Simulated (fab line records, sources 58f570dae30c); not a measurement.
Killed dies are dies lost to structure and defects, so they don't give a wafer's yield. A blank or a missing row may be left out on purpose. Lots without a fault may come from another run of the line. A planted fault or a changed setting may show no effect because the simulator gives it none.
Which tool did it? | flow berkeley_cmos170 | 14 lots, 42 wafers sampled, at 4 steps of a route of 331

WHAT THE GAUGES READ, wafer by wafer
UCB170_NWELL_THK_MEAS_05.
lot  | measured    | on            | NWELL_NITRIDE_THK (nm)
L161 | day 2 12:55 | film_metro-04 | 226.3 225.7 225.8
L162 | day 2 19:00 | film_metro-04 | 226.8 226.2 224.3
L163 | day 3 02:09 | film_metro-02 | 229.3 227.4 226.6
L167 | day 3 22:17 | film_metro-01 | 232.7 232.1 230.3
L168 | day 4 03:52 | film_metro-02 | 227.1 226.6 228.7
L169 | day 4 09:13 | film_metro-04 | 224.7 227.1 226.0
L170 | day 4 17:26 | film_metro-02 | 226.1 226.6 224.9
L172 | day 4 21:09 | film_metro-02 | 224.8 225.5 226.4
L173 | day 5 03:52 | film_metro-01 | 229.6 232.3 230.3
L175 | day 5 09:16 | film_metro-02 | 231.1 229.6 228.0
L174 | day 5 09:17 | film_metro-04 | 222.3 222.7 224.8
L176 | day 5 18:08 | film_metro-04 | 226.0 227.1 226.3
L177 | day 6 01:57 | film_metro-02 | 223.7 223.4 223.4
L183 | day 7 08:17 | film_metro-01 | 223.6 224.3 224.1

UCB170_ACTIVE_THK_MEAS_06.
lot  | measured    | on            | ACTIVE_NITRIDE_THK (nm)
L161 | day 4 15:19 | film_metro-02 | 218.1 220.8 219.3
L162 | day 4 23:06 | film_metro-01 | 221.8 222.0 219.6
L163 | day 5 06:17 | film_metro-02 | 218.6 218.3 219.7
L167 | day 6 11:47 | film_metro-03 | 220.0 220.2 220.0
L168 | day 6 11:47 | film_metro-01 | 218.7 219.2 218.9
L169 | day 6 11:47 | film_metro-02 | 220.2 219.0 220.1
L170 | day 7 04:01 | film_metro-03 | 218.7 218.0 218.5
L172 | day 7 04:01 | film_metro-02 | 221.9 220.3 222.2
L173 | day 7 11:08 | film_metro-02 | 220.6 219.2 220.5
L175 | day 7 14:35 | film_metro-03 | 219.4 218.6 218.3
L174 | day 7 14:37 | film_metro-01 | 216.6 215.5 214.9
L176 | day 8 00:14 | film_metro-02 | 217.3 218.7 217.2
L177 | day 8 12:45 | film_metro-03 | 220.3 220.4 220.1
L183 | day 9 14:04 | film_metro-03 | 222.2 223.2 223.5

UCB170_PSD_CD_MEAS_06: target cd 1200 nm.
lot  | measured     | on        | cd_nm (nm)
L161 | day 7 09:26  | cd_sem-02 | 1198.2 1196.7 1199.4
L162 | day 8 02:27  | cd_sem-02 | 1199.7 1199.4 1200.4
L163 | day 8 02:04  | cd_sem-02 | 1201.5 1202.6 1200.6
L167 | day 9 07:34  | cd_sem-01 | 1202.5 1201.2 1202.5
L168 | day 9 08:03  | cd_sem-02 | 1201.7 1201.6 1201.7
L169 | day 9 07:49  | cd_sem-02 | 1200.6 1200.2 1201.4
L170 | day 9 22:04  | cd_sem-01 | 1200.8 1200.7 1200.5
L172 | day 9 22:23  | cd_sem-01 | 1199.3 1200.7 1199.9
L173 | day 10 13:29 | cd_sem-01 | 1201.5 1201.2 1201.0
L175 | day 10 13:37 | cd_sem-02 | 1198.9 1198.4 1198.6
L174 | day 10 13:31 | cd_sem-02 | 1201.5 1200.7 1199.8
L176 | day 11 02:51 | cd_sem-01 | 1199.1 1200.0 1199.2
L177 | day 11 15:05 | cd_sem-01 | 1197.5 1198.7 1199.3
L183 | day 12 12:15 | cd_sem-01 | 1201.8 1200.5 1200.3

WHICH TOOL RAN EACH LOT (tool, then ch and the chambers of the sampled wafers, then the start)
lot  | UCB170_FIELD_WET_ETCH_06
L161 | wet_bench-04 ch 0, day 5 07:49
L162 | wet_bench-03 ch 0, day 5 23:10
L163 | wet_bench-03 ch 0, day 5 23:10
L167 | wet_bench-04 ch 3, day 7 08:29
L168 | wet_bench-04 ch 1, day 7 08:29
L169 | wet_bench-04 ch 1, day 7 08:29
L170 | wet_bench-04 ch 3, day 7 20:07
L172 | wet_bench-04 ch 1, day 7 20:07
L173 | wet_bench-01 ch 1, day 8 09:19
L175 | wet_bench-04 ch 1, day 8 11:20
L174 | wet_bench-04 ch 0, day 8 11:20
L176 | wet_bench-03 ch 3, day 8 22:06
L177 | wet_bench-03 ch 1, day 9 10:11
L183 | wet_bench-01 ch 0, day 10 10:19
- UCB170_FIELD_WET_ETCH_06: etches SiO2 in BOE, time 22 s.

WHAT THE TOOLS THEMSELVES READ (means of the sampled wafers that have a number; where no wafer has one, the mark that the record gives instead)
UCB170_FIELD_WET_ETCH_06.
lot  | tool         | run_length_s (s)
L161 | wet_bench-04 | 53.2
L162 | wet_bench-03 | 47.9
L163 | wet_bench-03 | 49.2
L167 | wet_bench-04 | 48.0
L168 | wet_bench-04 | 48.0
L169 | wet_bench-04 | 48.4
L170 | wet_bench-04 | 49.5
L172 | wet_bench-04 | 48.0
L173 | wet_bench-01 | 47.8
L175 | wet_bench-04 | 40.3
L174 | wet_bench-04 | 41.1
L176 | wet_bench-03 | 48.3
L177 | wet_bench-03 | 52.9
L183 | wet_bench-01 | 48.1

THE ANSWER, worked out from the rows above alone
Rule: what is usual is taken from the lots themselves. Put in order of their means at a reading, lots are off if they are a third of the lots or fewer, leave a main group of 4 or more, and stand apart from it by a gap of 3 or more times the standard deviation of the main group's means; of several such gaps the widest counts. A main group whose means are all the same, to the digits that the tables above print for the reading, isn't used. A lot without any number at a reading at which 4 lots or more have one is off too. The other lots that the step has rows for count as sound. The gauges are gone through in route order, then the tools' own readings, and for those a lot's mean is taken as printed above. The first step at which some lot is off is used, and at that step the reading that is off furthest; a lot without a number counts as furthest.
Off: L175, L174, at UCB170_FIELD_WET_ETCH_06 (run_length_s). The main group: mean 49.1 s, standard deviation 1.8.
A tool fits if, at that step or a process step before it, it ran every lot that is off, and no sound lot after the first of them. One fits: wet_bench-04 at UCB170_FIELD_WET_ETCH_06. Its last sound lot is L170 (day 7 20:07), its first lot that is off L174 (day 8 11:20): a fault that began between those two fits.

WHAT THE SIMULATOR HAD PUT IN
Process parameter drift: wet_bench-04, from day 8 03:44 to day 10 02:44, at UCB170_FIELD_WET_ETCH_06. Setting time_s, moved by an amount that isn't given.
Lots struck among those shown: L175, L174. The rule above found the same.
